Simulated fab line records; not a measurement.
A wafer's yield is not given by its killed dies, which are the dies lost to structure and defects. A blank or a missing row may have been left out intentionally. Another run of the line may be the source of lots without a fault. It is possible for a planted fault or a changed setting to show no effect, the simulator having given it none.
Which tool was responsible? | flow ritCmos | 13 lots with 39 wafers sampled at 4 steps, on a route of 202 steps

WHAT EACH GAUGE READ, for each wafer
RIT_PWELL_TW_MEAS_10.
lot  | measured    | on           | PWELL_TW
L572 | day 1 22:58 | filmMetro-01 | 954 961 951
L573 | day 2 03:31 | filmMetro-03 | 945 947 946
L574 | day 2 08:42 | filmMetro-03 | 945 945 949
L575 | day 2 13:53 | filmMetro-01 | 962 968 964
L576 | day 2 20:14 | filmMetro-03 | 941 939 941
L577 | day 2 23:52 | filmMetro-03 | 947 949 946
L581 | day 3 20:44 | filmMetro-01 | 957 966 957
L583 | day 4 05:22 | filmMetro-03 | 1138 1140 1133
L586 | day 4 21:39 | filmMetro-04 | 1140 1138 1140
L590 | day 5 17:20 | filmMetro-04 | 954 954 960
L591 | day 5 22:03 | filmMetro-03 | 952 951 950
L592 | day 6 02:33 | filmMetro-04 | 948 949 949
L593 | day 6 08:05 | filmMetro-04 | 952 953 952

RIT_WELLDRIVE_RS_MEAS_02: measurement is done with a four-point probe.
lot  | measured    | on           | PWELL_RS (ohm/sq)
L572 | day 2 04:34 | filmMetro-03 | 430.9 430.3 429.3
L573 | day 2 08:49 | filmMetro-01 | 429.7 431.9 432.4
L574 | day 2 13:58 | filmMetro-03 | 430.5 429.6 430.4
L575 | day 2 19:15 | filmMetro-01 | 431.1 430.7 429.9
L576 | day 3 01:31 | filmMetro-01 | 432.0 432.1 432.0
L577 | day 3 05:42 | filmMetro-03 | 432.3 431.9 431.6
L581 | day 4 02:01 | filmMetro-01 | 432.8 432.5 430.4
L583 | day 4 10:39 | filmMetro-03 | 301.4 302.7 302.2
L586 | day 5 02:55 | filmMetro-03 | 302.1 301.7 302.0
L590 | day 5 22:42 | filmMetro-03 | 430.0 429.5 428.1
L591 | day 6 03:20 | filmMetro-03 | 430.9 432.1 430.9
L592 | day 6 07:49 | filmMetro-03 | 432.5 432.8 432.4
L593 | day 6 14:12 | filmMetro-03 | 430.5 430.8 429.6

WHICH TOOL RAN EACH LOT (tool, then ch and the chambers of the sampled wafers, then the start)
lot  | RIT_ACTIVE_STRIP_14                | RIT_PWELL_IMPLANT_08
L572 | plasmaAsher-03 ch 0,1, day 1 15:02 | implanter-01 ch 0, day 1 22:40
L573 | plasmaAsher-02 ch 0,1, day 1 19:54 | implanter-04 ch 0, day 2 03:14
L574 | plasmaAsher-04 ch 0,1, day 2 00:50 | implanter-01 ch 0, day 2 08:23
L575 | plasmaAsher-04 ch 0,1, day 2 05:58 | implanter-03 ch 0, day 2 13:33
L576 | plasmaAsher-02 ch 0, day 2 10:58   | implanter-03 ch 0, day 2 19:56
L577 | plasmaAsher-02 ch 0,1, day 2 15:58 | implanter-01 ch 0, day 2 23:32
L581 | plasmaAsher-02 ch 0,1, day 3 12:14 | implanter-01 ch 0, day 3 20:27
L583 | plasmaAsher-03 ch 0,1, day 3 21:56 | implanter-03 ch 0, day 4 05:04
L586 | plasmaAsher-02 ch 0,1, day 4 12:58 | implanter-03 ch 0, day 4 21:19
L590 | plasmaAsher-02 ch 0,1, day 5 09:37 | implanter-01 ch 0, day 5 17:02
L591 | plasmaAsher-02 ch 0,1, day 5 14:02 | implanter-01 ch 0, day 5 21:46
L592 | plasmaAsher-04 ch 0,1, day 5 18:58 | implanter-01 ch 0, day 6 02:14
L593 | plasmaAsher-02 ch 0,1, day 5 23:58 | implanter-04 ch 0, day 6 07:46
- RIT_ACTIVE_STRIP_14: strips in O2, time 180 s.
- RIT_PWELL_IMPLANT_08

AS READ BY THE TOOLS THEMSELVES (means over the sampled wafers that have a number; for cases with no such wafer, the mark the record gives instead)
RIT_ACTIVE_STRIP_14.
lot  | tool           | drypumpMotorCurrentA (A)
L572 | plasmaAsher-03 | 5.8
L573 | plasmaAsher-02 | 5.0
L574 | plasmaAsher-04 | 5.3
L575 | plasmaAsher-04 | 5.1
L576 | plasmaAsher-02 | 5.4
L577 | plasmaAsher-02 | 5.2
L581 | plasmaAsher-02 | 5.0
L583 | plasmaAsher-03 | 5.7
L586 | plasmaAsher-02 | 5.0
L590 | plasmaAsher-02 | 5.0
L591 | plasmaAsher-02 | 5.0
L592 | plasmaAsher-04 | 5.3
L593 | plasmaAsher-02 | 5.2

RIT_PWELL_IMPLANT_08.
lot  | tool         | doseIonsCm2 | endStationPressureTorr (Torr) | faradayCurrentUA
L572 | implanter-01 | 7e+13       | 4.90e-06                      | 222
L573 | implanter-04 | 7e+13       | 5.10e-06                      | 227
L574 | implanter-01 | 7e+13       | 4.85e-06                      | 221
L575 | implanter-03 | 7e+13       | 5.21e-06                      | 221
L576 | implanter-03 | 7e+13       | 5.19e-06                      | 222
L577 | implanter-01 | 7e+13       | 5.15e-06                      | 220
L581 | implanter-01 | 7e+13       | 5.37e-06                      | 220
L583 | implanter-03 | 1e+14       | 5.19e-06                      | 391
L586 | implanter-03 | 1e+14       | 5.23e-06                      | 402
L590 | implanter-01 | 7e+13       | 5.19e-06                      | 226
L591 | implanter-01 | 7e+13       | 5.21e-06                      | 225
L592 | implanter-01 | 7e+13       | 5.42e-06                      | 223
L593 | implanter-04 | 7e+13       | 5.17e-06                      | 224

THE ANSWER, worked out from the rows above alone
Rule: usual is defined by the lots themselves. The widest of any qualifying gaps counts: lots, ordered by their means at a reading, are off when they make up no more than a third of the lots, leave a main group of 4 or more, and stand apart from it by 3 or more times the standard deviation of that group's means. If all means in a main group match to the digits the tables above print for the reading, that group is not used. A lot without any number at a reading at which 4 lots or more have one is off too. All remaining lots with rows at the step are treated as sound. Order of review: gauges by route order, followed by the tools' own readings, for which a lot's mean as printed above is used. At the first step where some lot is off, the reading lying furthest off is the one used; lots without a number count as furthest.
Off: at RIT_PWELL_TW_MEAS_10 (PWELL_TW), L583, L586. The main group: mean 952, standard deviation 6.7.
If a tool, at a process step before that reading, ran all the lots that are off and no sound lot after the first of them, it fits. Not tried: the gauges at RIT_PWELL_TW_MEAS_10; whatever is off there is also off at RIT_PWELL_IMPLANT_08, on other tools, and gauge error can't account for it. One fits: RIT_PWELL_IMPLANT_08 on implanter-03. Its last sound lot is L576 (day 2 19:56), its first lot that is off L583 (day 4 05:04): a fault that began between those two fits.
The tool's own readings at RIT_PWELL_IMPLANT_08 bear it out: on the lots that are off they differ by more than 5 times the standard deviation of the sound lots' means. doseIonsCm2 reads 1e+14 there against 7e+13 on the sound lots; faradayCurrentUA reads 396 there against 223 on the sound lots.

WHAT WAS PUT IN BY THE SIMULATOR
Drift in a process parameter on implanter-03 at RIT_PWELL_IMPLANT_08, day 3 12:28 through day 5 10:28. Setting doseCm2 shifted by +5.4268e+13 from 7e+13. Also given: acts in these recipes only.
Lots struck among those shown: L583, L586. The rule above reached the same finding.
